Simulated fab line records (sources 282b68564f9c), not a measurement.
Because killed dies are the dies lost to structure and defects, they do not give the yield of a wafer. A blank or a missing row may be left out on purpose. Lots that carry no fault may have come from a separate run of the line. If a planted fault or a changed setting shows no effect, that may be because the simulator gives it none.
fab line records	flow rit_cmos
record lots=5	wafers=27
route steps=202 shown M1@184
start_h: start of the lot's first displayed wafer, in hours after the record's first day	wait_h: hours from the lot's prior step to this one	" unchanged from the row above	L1.1+2: a row that stands for several wafers	- no value, or no start was given	* or withheld: withheld	< > ~ a bound
route shown NAME@n: a module of which the file shows steps, and the number in the route of the first	usual: mean/standard deviation of fault-free wafers	same: alike in all rows	chamber/n: place in a boat	sites: the reading at each site	_std_site: the values' standard deviation	_edge_site: outer sites' mean less inner sites'	radius_mm: how far each site lies from the wafer's centre	mask NAME#n: copy n	behind: the tool/chamber that last shaped the wafer	hold: reason for holding the lot/hours on hold/outcome of the hold	device: transistor that didn't switch, given as n, p or np	end of line: the route-end tests of the same wafers	a step with no rows: only its recipe	killed: not the wafer's yield, but the dies lost to structure and defects at the first sort	map: a wafer's dies, marking killed ones x, the rest . and places with no die _
set.NAME: the run value of the setting; set.NAME@STEP: its run value at that earlier step	model.NAME: the simulator's own value behind a step, which no gauge read
lots whose settings were changed on purpose; a table a step, a row a wafer
## steps
# step RIT_M1_SPUTTER_00
# recipe material=Al	target_thk_nm=400	power_w=2000	chamber_pressure_pa=0.4	gas=Ar	time_s=500	substrate_temp_c=25
lot.wafer	tool	chamber	start_h	wait_h	set.time_s	model.Al_of_M1_SPUTTER_00.thk_nm
L075.1	pvd_sputter-02	-	67.28	0.0	222.3	180.2
L075.2	"	-	"	"	500	394
L075.3	"	-	"	"	500	402.9
L075.4	"	-	"	"	500	404.7
L075.5	"	-	"	"	222.3	168.8
L075.6	"	-	"	"	222.3	181.2
L080.1	pvd_sputter-01	-	89.42	0.0	500	408.1
L080.2	"	-	"	"	500	401.4
L080.5	"	-	"	"	500	407.6
L081.1	pvd_sputter-02	-	90.93	0.0	500	404.4
L081.2	"	-	"	"	500	406.4
L081.3	"	-	"	"	500	395.2
L081.4	"	-	"	"	500	405.5
L081.5	"	-	"	"	500	401.7
L081.6	"	-	"	"	500	394.1
L082.1	pvd_sputter-04	-	94.31	0.0	315.8	254.5
L082.2	"	-	"	"	500	404
L082.3	"	-	"	"	315.8	258.2
L082.4	"	-	"	"	500	401.8
L082.5	"	-	"	"	315.8	257.9
L082.6	"	-	"	"	500	399.6
L085.1	pvd_sputter-02	-	117.14	0.0	500	405.5
L085.2	"	-	"	"	288	226.3
L085.3	"	-	"	"	500	399.8
L085.4	"	-	"	"	288	233.9
L085.5	"	-	"	"	500	401.3
L085.6	"	-	"	"	288	231.7
# step RIT_M1_RS_MEAS_01
# recipe thk_meas_gauge=four-point-probe	reads=Al_of_M1_SPUTTER_00
# usual M1_AL_RS=0.0730/0.00088
lot.wafer	tool	chamber	start_h	wait_h	set.time_s@M1_SPUTTER_00	M1_AL_RS[ohm/sq]
L075.1	film_metro-02	-	67.57	0.1	222.3	0.1697
L075.2	"	-	"	"	500	0.0747
L075.3	"	-	"	"	500	0.0730
L075.4	"	-	"	"	500	0.0726
L075.5	"	-	"	"	222.3	0.1824
L075.6	"	-	"	"	222.3	0.1687
L080.1	film_metro-02	-	89.71	0.1	500	0.0720
L080.2	"	-	"	"	500	0.0731
L080.5	"	-	"	"	500	0.0721
L081.1	film_metro-02	-	91.22	0.1	500	0.0726
L081.2	"	-	"	"	500	0.0723
L081.3	"	-	"	"	500	0.0744
L081.4	"	-	"	"	500	0.0725
L081.5	"	-	"	"	500	0.0732
L081.6	"	-	"	"	500	0.0746
L082.1	film_metro-03	-	94.60	0.1	315.8	0.1172
L082.2	"	-	"	"	500	0.0727
L082.3	"	-	"	"	315.8	0.1152
L082.4	"	-	"	"	500	0.0732
L082.5	"	-	"	"	315.8	0.1153
L082.6	"	-	"	"	500	0.0734
L085.1	film_metro-03	-	117.43	0.1	500	0.0724
L085.2	"	-	"	"	288	0.1323
L085.3	"	-	"	"	500	0.0733
L085.4	"	-	"	"	288	0.1278
L085.5	"	-	"	"	500	0.0730
L085.6	"	-	"	"	288	0.1293
# step RIT_M1_THK_MEAS_02
# recipe thk_meas_gauge=xrf	reads=Al_of_M1_SPUTTER_00
# usual M1_AL_THK=414/5.2
lot.wafer	tool	chamber	start_h	wait_h	set.time_s@M1_SPUTTER_00	M1_AL_THK[nm]
L075.1	film_metro-02	-	67.69	0.1	222.3	184
L075.2	"	-	"	"	500	403
L075.3	"	-	"	"	500	411
L075.4	"	-	"	"	500	413
L075.5	"	-	"	"	222.3	173
L075.6	"	-	"	"	222.3	186
L080.1	film_metro-02	-	89.83	0.1	500	418
L080.2	"	-	"	"	500	414
L080.5	"	-	"	"	500	419
L081.1	film_metro-02	-	91.34	0.1	500	417
L081.2	"	-	"	"	500	417
L081.3	"	-	"	"	500	406
L081.4	"	-	"	"	500	418
L081.5	"	-	"	"	500	414
L081.6	"	-	"	"	500	406
L082.1	film_metro-03	-	94.72	0.1	315.8	261
L082.2	"	-	"	"	500	416
L082.3	"	-	"	"	315.8	265
L082.4	"	-	"	"	500	416
L082.5	"	-	"	"	315.8	265
L082.6	"	-	"	"	500	413
L085.1	film_metro-03	-	117.55	0.1	500	420
L085.2	"	-	"	"	288	234
L085.3	"	-	"	"	500	411
L085.4	"	-	"	"	288	242
L085.5	"	-	"	"	500	415
L085.6	"	-	"	"	288	238
# step RIT_M1_HMDS_03
# recipe prime_time_s=60	prime_temp_c=140
# step RIT_M1_COAT_04
# recipe resist=NOVOLAK	spin_rpm=2000	resist_thk_nm=1300
# step RIT_M1_HARDBAKE_11
# recipe resist=NOVOLAK	temp_c=140	time_s=120
# step RIT_M1_METAL_ETCH_12
# recipe stop_on=SiO2	chemistry=Cl2/BCl3	target=Al	time_s=165	over_etch_frac=0.5	pressure_mtorr=100	target_depth_a=6000	rf_w=250	Cl2_flow_sccm=60	bcl3_flow_sccm=50
# usual oes_product_au=0.779/0.016
lot.wafer	tool	chamber	start_h	wait_h	set.time_s@M1_SPUTTER_00	oes_product_au
L075.1	rie_metal-04	1	69.04	0.2	222.3	0.534
L075.2	"	0	"	"	500	0.764
L075.3	"	0	"	"	500	0.770
L075.4	"	1	"	"	500	0.776
L075.5	"	0	"	"	222.3	0.512
L075.6	"	1	"	"	222.3	0.534
L080.1	rie_metal-01	1	91.30	0.2	500	0.762
L080.2	"	0	"	"	500	0.799
L080.5	"	0	"	"	500	0.811
L081.1	rie_metal-04	0	92.85	0.2	500	0.772
L081.2	"	1	"	"	500	0.775
L081.3	"	0	"	"	500	0.761
L081.4	"	1	"	"	500	0.781
L081.5	"	1	"	"	500	0.780
L081.6	"	0	"	"	500	0.753
L082.1	rie_metal-02	1	96.07	0.2	315.8	0.618
L082.2	"	0	"	"	500	0.786
L082.3	"	1	"	"	315.8	0.626
L082.4	"	0	"	"	500	0.778
L082.5	"	0	"	"	315.8	0.623
L082.6	"	1	"	"	500	0.776
L085.1	rie_metal-02	0	118.90	0.2	500	0.790
L085.2	"	1	"	"	288	0.588
L085.3	"	0	"	"	500	0.790
L085.4	"	1	"	"	288	0.598
L085.5	"	0	"	"	500	0.787
L085.6	"	1	"	"	288	0.594
# step RIT_M1_STRIP_13
# recipe chemistry=nmp	resist=NOVOLAK	temp_c=80	time_s=600	dry=n2_spin
# step RIT_M1_STRIP_14
# recipe chemistry=O2	time_s=180	platen_temp_c=withheld	power_w=500	pressure_mtorr=4000	o2_flow_sccm=4000
# step RIT_M1_ANNEAL_15
# recipe temp_c=450	time_s=1800	ambient=forming_gas_H2N2
# step RIT_M1_PROBE_99
# usual killed_at_contacts=0.1/0.28	killed_at_front_end=6.1/2.6	killed_dies=6.2/2.6	killed_open=3.1/1.8	killed_short=3.2/2
# same gross_dies=264	killed_at_M0_to_M3=0	killed_at_M4_up=0	killed_at_back_side=0	killed_at_other=0
lot.wafer	tool	chamber	start_h	wait_h	set.develop_time_s@GATE_DEVELOP_15	set.ox_time_s@REOX_OXIDATION_03	killed_at_contacts	killed_at_front_end	killed_dies	killed_open	killed_short	model.etest.pmos_0p15.r_on_ohm_um	model.etest.pmos_0p3.r_on_ohm_um	model.etest.nmos_0p15.r_on_ohm_um	model.etest.nmos_0p3.r_on_ohm_um	model.etest.nldd.rs_ohm_sq	model.etest.nmos_0p15.drive_ua_um
L075.1	prober-02	-	71.29	0.1	50	5580	0	1	1	1	0	2756	6205	1115	2147	373	472.2
L075.2	prober-02	-	71.34	0.1	50	5580	0	6	6	4	2	-	-	-	-	-	-
L075.3	prober-02	-	71.39	0.2	50	5580	0	4	4	2	2	3129	6581	1391	2370	373	456.6
L075.4	prober-02	-	71.44	0.2	50	5580	1	6	7	4	3	2813	6252	1168	2166	380.6	479.6
L075.5	prober-02	-	71.49	0.2	50	5580	0	7	7	2	5	2846	6234	1198	2198	379.1	461.6
L075.6	prober-02	-	71.54	0.2	50	5580	0	3	3	2	1	3111	6511	1393	2353	375.8	453.6
L080.1	prober-01	-	93.61	0.1	50	5580	0	6	6	5	1	2817	6330	1089	2098	364.1	487.8
L080.2	prober-01	-	93.66	0.1	50	5580	0	6	6	5	1	2909	6464	1171	2174	371.5	486.3
L080.5	prober-01	-	93.81	0.2	50	5580	1	4	5	2	3	2873	6373	1142	2158	356	484.8
L081.1	prober-02	-	95.11	0.1	50	2401	0	7	7	3	4	-	-	-	-	249.2	-
L081.2	prober-02	-	95.16	0.1	50	2401	0	7	7	3	4	-	-	-	-	-	-
L081.3	prober-02	-	95.21	0.2	50	2401	0	6	6	3	3	2129	5695	996.4	2068	248.3	500
L081.4	prober-02	-	95.26	0.2	50	2401	0	9	9	8	1	2195	5680	1011	2059	253.1	500.9
L081.5	prober-02	-	95.31	0.2	50	2401	0	12	12	5	7	2141	5544	1019	2061	254.5	507.5
L081.6	prober-02	-	95.36	0.2	50	2401	0	7	7	3	4	-	-	-	-	-	-
L082.1	prober-01	-	98.32	0.1	50	2915	0	6	6	3	3	2279	5710	1040	2064	255.9	500.6
L082.2	prober-01	-	98.37	0.1	50	2915	0	6	6	3	3	2303	5730	1015	2038	258.8	492.9
L082.3	prober-01	-	98.42	0.2	37.18	2915	0	264	264	5	4	3540	6962	1437	2434	262.4	335.6
L082.4	prober-01	-	98.47	0.2	37.18	2915	0	264	264	1	7	3461	6965	1394	2437	257.5	334.8
L082.5	prober-01	-	98.52	0.2	37.18	2915	0	264	264	4	4	3521	6972	1432	2434	259.1	327.4
L082.6	prober-01	-	98.57	0.2	50	2915	1	6	7	5	2	2340	5733	1075	2086	261.8	489.1
L085.1	prober-02	-	121.15	0.1	50	8800	0	5	5	1	4	-	-	-	-	-	-
L085.2	prober-02	-	121.20	0.1	50	8800	0	4	4	2	2	4612	8264	1550	2548	610.1	370.1
L085.3	prober-02	-	121.25	0.2	60.42	8800	0	234	234	6	1	3689	7326	1275	2301	589.5	477.8
L085.4	prober-02	-	121.30	0.2	50	8800	1	5	6	3	3	4547	8266	1530	2530	606.5	370
L085.5	prober-02	-	121.35	0.2	60.42	8800	0	234	234	8	4	-	-	-	-	-	-
L085.6	prober-02	-	121.40	0.2	60.42	8800	0	236	236	3	3	-	-	-	-	-	-
# killed by level:class
L075.1 GATE:geometric_particle:open=1
L075.2 FOX1:geometric_particle:open=2 GATE:geometric_particle:short=1 REOX:geometric_particle:open=1 SPACER:geometric_particle:open=1 SPACER:geometric_particle:short=1
L075.3 FOX1:geometric_particle:open=1 FOX1:geometric_particle:short=1 SPACER:geometric_particle:short=1 SPACER:geometric_particle:open=1
L075.4 GATE:geometric_particle:short=2 GATE:geometric_particle:open=1 REOX:geometric_particle:short=1 REOX:geometric_particle:open=1 SPACER:geometric_particle:open=1 CONTACT:geometric_particle:open=1
L075.5 FOX1:geometric_particle:short=3 FOX2:geometric_particle:open=1 FOX2:geometric_particle:short=1 GATE:geometric_particle:open=1 GATE:geometric_particle:short=1
L075.6 GATE:geometric_particle:short=1 GATE:geometric_particle:open=1 SPACER:geometric_particle:open=1
L080.1 GATE:geometric_particle:open=5 GATE:geometric_particle:short=1
L080.2 FOX1:geometric_particle:open=2 FOX2:geometric_particle:open=2 FOX2:geometric_particle:short=1 GATE:geometric_particle:open=1
L080.5 GATE:geometric_particle:short=1 GATE:geometric_particle:open=1 REOX:geometric_particle:short=1 SILICIDE:geometric_particle:short=1 CONTACT:geometric_particle:open=1
L081.1 GATE:geometric_particle:open=3 FOX1:geometric_particle:short=2 REOX:geometric_particle:short=1 SPACER:geometric_particle:short=1
L081.2 REOX:geometric_particle:open=2 FOX1:geometric_particle:short=1 FOX2:geometric_particle:open=1 GATE:geometric_particle:short=1 REOX:geometric_particle:short=1 SILICIDE:geometric_particle:short=1
L081.3 SPACER:geometric_particle:short=2 FOX1:geometric_particle:open=1 FOX2:geometric_particle:open=1 REOX:geometric_particle:open=1 REOX:geometric_particle:short=1
L081.4 FOX1:geometric_particle:open=3 GATE:geometric_particle:open=3 REOX:geometric_particle:open=2 FOX1:geometric_particle:short=1
L081.5 GATE:geometric_particle:short=6 GATE:geometric_particle:open=2 FOX1:geometric_particle:open=1 FOX2:geometric_particle:open=1 REOX:geometric_particle:open=1 SILICIDE:geometric_particle:short=1
L081.6 FOX1:geometric_particle:short=1 FOX1:geometric_particle:open=1 GATE:geometric_particle:short=1 GATE:geometric_particle:open=1 REOX:geometric_particle:short=1 REOX:geometric_particle:open=1 SPACER:geometric_particle:short=1
L082.1 GATE:geometric_particle:short=2 GATE:geometric_particle:open=1 REOX:geometric_particle:open=1 SILICIDE:geometric_particle:open=1 SILICIDE:geometric_particle:short=1
L082.2 GATE:geometric_particle:short=3 GATE:geometric_particle:open=2 REOX:geometric_particle:open=1
L082.3 GATE:area_develop=255 FOX2:geometric_particle:open=2 GATE:geometric_particle:short=2 SILICIDE:geometric_particle:short=2 SILICIDE:geometric_particle:open=2 REOX:geometric_particle:open=1
L082.4 GATE:area_develop=256 FOX1:geometric_particle:short=2 REOX:geometric_particle:short=2 SILICIDE:geometric_particle:short=2 GATE:geometric_particle:short=1 REOX:geometric_particle:open=1
L082.5 GATE:area_develop=256 GATE:geometric_particle:open=2 SILICIDE:geometric_particle:short=2 GATE:geometric_particle:short=1 REOX:geometric_particle:short=1 SPACER:geometric_particle:open=1 SILICIDE:geometric_particle:open=1
L082.6 GATE:geometric_particle:open=3 SPACER:geometric_particle:open=1 SILICIDE:geometric_particle:open=1 SILICIDE:geometric_particle:short=1 CONTACT:geometric_particle:short=1
L085.1 GATE:geometric_particle:short=3 REOX:geometric_particle:short=1 SILICIDE:geometric_particle:open=1
L085.2 GATE:geometric_particle:short=1 REOX:geometric_particle:short=1 REOX:geometric_particle:open=1 SILICIDE:geometric_particle:open=1
L085.3 GATE:area_develop=227 GATE:geometric_particle:open=6 GATE:geometric_particle:short=1
L085.4 GATE:geometric_particle:short=1 REOX:geometric_particle:open=1 REOX:geometric_particle:short=1 SPACER:geometric_particle:open=1 SILICIDE:geometric_particle:short=1 CONTACT:geometric_particle:open=1
L085.5 GATE:area_develop=222 SILICIDE:geometric_particle:open=4 GATE:geometric_particle:short=3 GATE:geometric_particle:open=2 SPACER:geometric_particle:open=2 SILICIDE:geometric_particle:short=1
L085.6 GATE:area_develop=230 REOX:geometric_particle:open=2 FOX1:geometric_particle:short=1 GATE:geometric_particle:short=1 REOX:geometric_particle:short=1 SILICIDE:geometric_particle:open=1
## key
split step=RIT_M1_SPUTTER_00	setting=time_s	stated=500	by=wafer
response step=RIT_M1_SPUTTER_00	reading=model.Al_of_M1_SPUTTER_00.thk_nm	change=+4.01	per=1%	r=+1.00
response step=RIT_M1_RS_MEAS_01	reading=M1_AL_RS	change=-0.00153	per=1%	r=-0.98
response step=RIT_M1_THK_MEAS_02	reading=M1_AL_THK	change=+4.13	per=1%	r=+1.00
response step=RIT_M1_METAL_ETCH_12	reading=oes_product_au	change=+0.00443	per=1%	r=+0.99
split outside_this_file step=RIT_GATE_DEVELOP_15 setting=develop_time_s
split outside_this_file step=RIT_REOX_OXIDATION_03 setting=ox_time_s
# split outside_this_file: this setting was split too, and the file shows its column; the key of that split is in another file
